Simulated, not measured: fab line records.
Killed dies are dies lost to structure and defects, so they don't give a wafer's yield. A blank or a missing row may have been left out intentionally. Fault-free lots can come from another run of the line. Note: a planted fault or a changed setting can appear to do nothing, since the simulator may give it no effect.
8D (eight disciplines) problem report, filled in by code + flow berkeley_cmos170 + the parts of the form that need people (team, actions taken, sign-off) are left out

== 1. WHAT IS WRONG ==
rf_fwd_power_W at UCB170_V1_ETCH_14 reads a mean of 784.4 W on 3 wafers of 2 lots; wafers without a fault read 698.3 W with a standard deviation of 2. That puts it +43 standard deviations away from the usual mean.
The step: etches SiO2 in CHF3/CF4/Ar, stops on Al, target depth 1250 nm, time 291 s.
Earliest sighting: wafer L545.1 on rie_diel-01 at day 9 13:08. Wafers with a number at this step in the record: 42, from 14 lots. Rule for "out" (also "out of limits"): further than 4 standard deviations from the usual mean. Any other wafer with a number is counted as sound.

== 2. WHAT IT IS; WHAT IT IS NOT ==
| question                    | is                     | is not                                                                                                                     |
|-----------------------------|------------------------|----------------------------------------------------------------------------------------------------------------------------|
| which readings at this step | rf_fwd_power_W         | drypump_motor_current_A, oes_product_au, throttle_valve_pct                                                                |
| which lots                  | L545, L546             | L540, L541, L542, L555, L556, L557, L558, L559, L560, L561, L562, L563                                                     |
| which wafers of those lots  | L545.1, L546.1, L546.6 | L545.2, L545.5, L546.2                                                                                                     |
| read on which tools         | rie_diel-01            | rie_diel-03, rie_diel-04                                                                                                   |
| when                        | from day 9 13:08       | up to then (11 sound wafers); but 28 sound wafers of L546, L555, L556, L557, L558, L559, L560, L561, L562, L563 came after |

== 3. SUSPECTS, AND WHAT RULES EACH OUT ==
Counting: a tool at a process step up to the reading stays a suspect if it ran every lot that is out. Sound lots after the first of them don't rule it out here, since some wafers of a struck lot are sound.
- rie_diel-01 at UCB170_V1_ETCH_14 (etches SiO2 in CHF3/CF4/Ar, stops on Al, target depth 1250 nm, time 291 s): kept. Ran every lot that is out, first one L545 (day 9 13:08); last sound lot up to then L541 (day 8 21:16). Its own readings are out on those wafers: rf_fwd_power_W.
- At UCB170_V1_ETCH_14, inside rie_diel-01: chamber 2 took the wafers that are out, while their sound lot-mates went through chambers 1, 3.
Remaining after the count: rie_diel-01 at UCB170_V1_ETCH_14.

== 4. THE CAUSE (what the simulator had put in) ==
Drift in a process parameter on rie_diel-01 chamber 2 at UCB170_V1_ETCH_14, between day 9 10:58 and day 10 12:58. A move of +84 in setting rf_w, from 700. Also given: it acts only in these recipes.
After counting, this tool was the only one left.

== 5. SEQUENCE OF EFFECTS, ordered by route ==
Each row: a reading whose mean over the struck wafers that have a number lies more than 3 standard deviations from the usual. Only readings for which the record gives a usual standard deviation are gone through. hours: the time from each lot's start at the first step in this table that gives one to its start at this step, as a median over the lots. sigmas: the change in usual standard deviations.
| hours | step               | reading                  | usual   | on struck wafers | change | sigmas |
|-------|--------------------|--------------------------|---------|------------------|--------|--------|
| 0     | UCB170_V1_ETCH_14  | rf_fwd_power_W           | 698.3 W | 784.4            | +86.1  | +43    |
| 0     | UCB170_V1_STRIP_15 | strip_time_to_endpoint_s | 15.30 s | 14.90            | -0.40  | -4.0   |
Process steps it contains:
- UCB170_V1_ETCH_14: etches SiO2 in CHF3/CF4/Ar, stops on Al, target depth 1250 nm, time 291 s.
- UCB170_V1_STRIP_15: strips in O2.

== 6. HOW IT WOULD HAVE BEEN CAUGHT EARLIER ==
The fault began at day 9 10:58; the first out-of-limits reading in this record came at day 9 13:08, 2 hours later.
